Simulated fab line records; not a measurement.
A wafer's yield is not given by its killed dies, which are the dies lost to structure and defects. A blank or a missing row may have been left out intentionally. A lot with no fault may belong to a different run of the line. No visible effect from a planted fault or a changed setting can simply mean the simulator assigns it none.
Comparing a struck lot with a sound one | flow rit-cmos | 30 steps out of a route of 202
Sound: the wafers L489.1, L489.4, L489.6. Struck: wafers L499.3, L499.4, L499.6. The cause is given at the end.
At each step with rows: each side's tool, then ch and its chambers, then its first start. Under that, the readings that differ: sound wafers | struck wafers | difference of the means | sigmas: that difference in standard deviations of wafers without a fault.
alike: readings with means less than 2 such deviations apart, plus words and numbers identical on both sides. not compared: withheld readings, readings lacking a value on some wafer, bounds such as >300 that could conceal the same value, and numbers that have no deviation in the record and whose values overlap.
Wherever a step has rows on one side only, a row that says differs or no value, or a row with sigmas, the two part there. Numbers that have no deviation but don't overlap get no sigmas and don't part them. A reading missing from all wafers of one side parts the sides only when that side holds two or more wafers.

RIT_FOX2_THK_MEAS_01:
  sound on film-metro-04, day 2 00:37; struck on film-metro-01, day 4 03:12
  alike: FOX2_OXIDE_THK
then, 2 steps without rows for these wafers: RIT_FOX2_CLEAN_02 (cleans in dHF, time 171.4 s); RIT_FOX2_WET_ETCH_03 (etches Si3N4 in H3PO4, target depth 195 nm, time 2700 s).
RIT_FOX2_THK_MEAS_90:
  sound on film-metro-03, day 2 01:29; struck on film-metro-04, day 4 04:05
  alike: FIELD_OXIDE_LEFT_1_THK
then, 6 steps without rows for these wafers: RIT_NWELL_HMDS_00 (prime time 62.67 s); RIT_NWELL_COAT_01 (resist thk 1300 nm); RIT_NWELL_SOFTBAKE_02 (time 60 s); RIT_NWELL_EXPOSE_03 (exposes mask M2, target cd 43900 nm); RIT_NWELL_PEB_04; RIT_NWELL_DEVELOP_05 (develop time 68 s).
RIT_NWELL_OVL_MEAS_06:
  sound on overlay-02, day 2 02:41; struck on overlay-01, day 4 05:04
  alike: NWELL_OVL
then, 1 step without rows for these wafers: RIT_NWELL_HARDBAKE_07 (time 120 s).
RIT_NWELL_IMPLANT_08:
  sound on implanter-02 ch 0, day 2 02:59; struck on implanter-02 ch 0, day 4 05:42
  alike: faraday-current-uA
RIT_NWELL_STRIP_09: strips in O2, time 180 s.
  sound on plasma-asher-01 ch 0,1, day 2 03:08; struck on plasma-asher-04 ch 0,1, day 4 05:52
  alike: chamber-pressure-mTorr, drypump-motor-current-A
  not compared: rf-hours-counter-h
RIT_NWELL_TW_MEAS_10:
  sound on film-metro-03, day 2 03:18; struck on film-metro-02, day 4 06:00
  reading  | sound          | struck         | difference | sigmas
  NWELL_TW | 2145 2143 2131 | 2694 2678 2697 | +550       | +37
then, 6 steps without rows for these wafers: RIT_PWELL_HMDS_00 (prime time 60 s); RIT_PWELL_COAT_01 (resist thk 1300 nm); RIT_PWELL_SOFTBAKE_02 (time 60 s); RIT_PWELL_EXPOSE_03 (exposes mask M3, target cd 43700 nm); RIT_PWELL_PEB_04; RIT_PWELL_DEVELOP_05 (develop time 68 s).
RIT_PWELL_OVL_MEAS_06:
  sound on overlay-01, day 2 04:34; struck on overlay-02, day 4 07:26
  alike: PWELL_OVL
then, 2 steps without rows for these wafers: RIT_PWELL_HARDBAKE_07 (time 120 s); RIT_PWELL_IMPLANT_08.
RIT_PWELL_STRIP_09: strips in O2, time 180 s.
  sound on plasma-asher-03 ch 0,1, day 2 05:01; struck on plasma-asher-02 ch 0,1, day 4 08:12
  reading                     | sound          | struck         | difference | sigmas
  drypump-motor-current-A (A) | 6.11 5.99 6.11 | 6.04 5.33 5.33 | -0.50      | -2
  alike: chamber-pressure-mTorr
  not compared: rf-hours-counter-h
RIT_PWELL_TW_MEAS_10:
  sound on film-metro-03, day 2 05:11; struck on film-metro-03, day 4 08:25
  alike: PWELL_TW
then, 1 step without rows for these wafers: RIT_WELLDRIVE_ANNEAL_00 (time 14700 s).
RIT_WELLDRIVE_RS_MEAS_01: measures by four-point-probe.
  sound on film-metro-04, day 2 10:20; struck on film-metro-03, day 4 13:35
  reading           | sound             | struck            | difference | sigmas
  NWELL_RS (ohm/sq) | 277.4 277.2 276.3 | 182.6 182.8 182.5 | -94.3      | -99 or more
RIT_WELLDRIVE_RS_MEAS_02: measures by four-point-probe.
  sound on film-metro-04, day 2 10:27; struck on film-metro-03, day 4 13:43
  alike: PWELL_RS
RIT_M1_PROBE_99:
  sound on prober-01, day 3 20:40; struck on prober-01, day 6 00:18
  alike: killed-at-contacts, killed-at-front-end, killed-dies, killed-open, killed-short

== WHERE THEY PART ==
Earliest at RIT_NWELL_TW_MEAS_10; latest, in this record, at RIT_WELLDRIVE_RS_MEAS_01. Later steps at which nothing parts them and some readings are alike: RIT_WELLDRIVE_RS_MEAS_02, RIT_M1_PROBE_99.

WHY: what had been put in by the simulator
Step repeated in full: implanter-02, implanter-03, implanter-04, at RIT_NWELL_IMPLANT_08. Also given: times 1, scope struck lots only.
